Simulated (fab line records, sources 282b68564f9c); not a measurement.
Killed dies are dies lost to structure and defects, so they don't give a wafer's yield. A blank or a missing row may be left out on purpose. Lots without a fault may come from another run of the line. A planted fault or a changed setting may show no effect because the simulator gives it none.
fab line records | flow rit_cmos
record lots=14 wafers=42 last_day=5
route steps=202 shown GATE@75
lots that met no fault: from a run of the same line without faults
start_h: hours from the record's first day to the start of the lot's first wafer shown | wait_h: hours since the lot's step before | " the same as in the row above | L1.1+2: a row that stands for several wafers | - no value, or no start given | * or withheld: withheld | < > ~ a bound
route shown NAME@n: a module of which the file shows steps, and the number in the route of the first | usual: mean/standard deviation of fault-free wafers | same: alike in all rows | chamber/n: place in a boat | sites: the reading at each site | _std_site: their standard deviation | _edge_site: outer sites' mean less inner sites' | radius_mm: how far each site lies from the wafer's centre | mask NAME#n: copy n | behind: the tool/chamber that last shaped the wafer | hold: why the lot was held/for how many hours/how that ended | device: the transistor (n, p or np) that didn't switch | end of line: the same wafers' tests at the end of the route | a step without rows: its recipe alone | killed: dies lost to structure and defects at the first sort, not the wafer's yield | map: a wafer's dies, x killed, . not, _ none there
set.NAME: the setting as run; set.NAME@STEP: as run at that earlier step | model.NAME: the simulator's own value behind a step, which no gauge read
steps of the route over a sample of lots; a table a step, a row a wafer
services: from which hour (start_h, from the record's first day; less than 0 if before it) a tool's chamber was out of use, for how many hours, and why
## steps
# step RIT_GATE_WET_ETCH_00
# recipe chemistry=BOE target=SiO2 target_depth_nm=56 time_s=60 dry=n2_spin dilution=10:1 temp_c=21.5
# usual run_length_s=86.9/2.6
# columns lot.wafer tool chamber start_h wait_h run_length_s
L872.2 wet_bench-04 0 32.52 0.0 85.3
L872.3 " 0 " " 85.3
L872.5 " 0 " " 85.3
L873.4 wet_bench-02 2 40.72 0.0 84.8
L873.5 " 2 " " 84.8
L873.6 " 2 " " 84.8
L874.2 wet_bench-03 3 46.37 0.0 87.5
L874.5 " 3 " " 87.5
L874.6 " 3 " " 87.5
L875.1 wet_bench-03 3 47.16 0.1 87.3
L875.4 " 3 " " 87.3
L875.5 " 3 " " 87.3
L876.1 wet_bench-02 2 54.69 0.1 85.3
L876.2 " 2 " " 85.3
L876.5 " 2 " " 85.3
L877.3 wet_bench-03 1 57.57 0.0 83.7
L877.5 " 1 " " 83.7
L877.6 " 1 " " 83.7
L878.2 wet_bench-04 0 61.32 0.0 87.3
L878.4 " 0 " " 87.3
L878.6 " 0 " " 87.3
L879.1 wet_bench-04 3 67.14 0.1 86.5
L879.3 " 3 " " 86.5
L879.6 " 3 " " 86.5
L881.2 wet_bench-02 3 81.70 0.0 87.4
L881.3 " 3 " " 87.4
L881.6 " 3 " " 87.4
L882.1 wet_bench-03 2 82.57 0.1 93.1
L882.3 " 2 " " 93.1
L882.4 " 2 " " 93.1
L883.1 wet_bench-04 1 86.39 0.1 85.6
L883.4 " 1 " " 85.6
L883.5 " 1 " " 85.6
L884.1 wet_bench-04 1 91.40 0.1 85.5
L884.3 " 1 " " 85.5
L884.6 " 1 " " 85.5
L885.1 wet_bench-04 3 97.06 0.1 67.9
L885.3 " 3 " " 67.9
L885.6 " 3 " " 67.9
L887.2 wet_bench-04 2 108.70 0.0 67.1
L887.3 " 2 " " 67.1
L887.4 " 2 " " 67.1
## services
# columns tool chamber start_h hours kind
wet_bench-03 - 13.08 0.7 repair
wet_bench-02 - 43.25 4.5 repair
wet_bench-02 - 75.96 1.9 pm
## key
first_sign step=RIT_GATE_WET_ETCH_00 reading=run_length_s direction=down sigmas=7.5 usual=* struck=*
effect none on later readings
met_at RIT_GATE_WET_ETCH_00
struck_lots L885,L887
later_rows_left_out L885.1,L885.3,L885.6,L887.2,L887.3,L887.4
sort_left_out L885.1,L885.3,L885.6,L887.2,L887.3,L887.4
tester_left_out L885,L887
onset_between 91.40 97.06
fault kind=process_parameter_drift tool=wet_bench-04 chamber=- onset_h=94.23 steps=RIT_GATE_WET_ETCH_00 channel=time_s offset=* shape=step end_h=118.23 acts_in=* stated=*
# tester_left_out: of these lots the tester's yield and bins aren't shown, on N5 and GAA mostly nor the transistor test; their killed dies are dies lost to structure and defects alone, not to doping, threshold or leakage, so they don't give the yield
# sort_left_out: the simulated sort isn't trusted on such a fault, so these wafers' sort isn't shown, and their yield isn't known
# later_rows_left_out: the simulator's readings of these wafers behind a module that went badly wrong aren't trusted and aren't shown, but for the sort
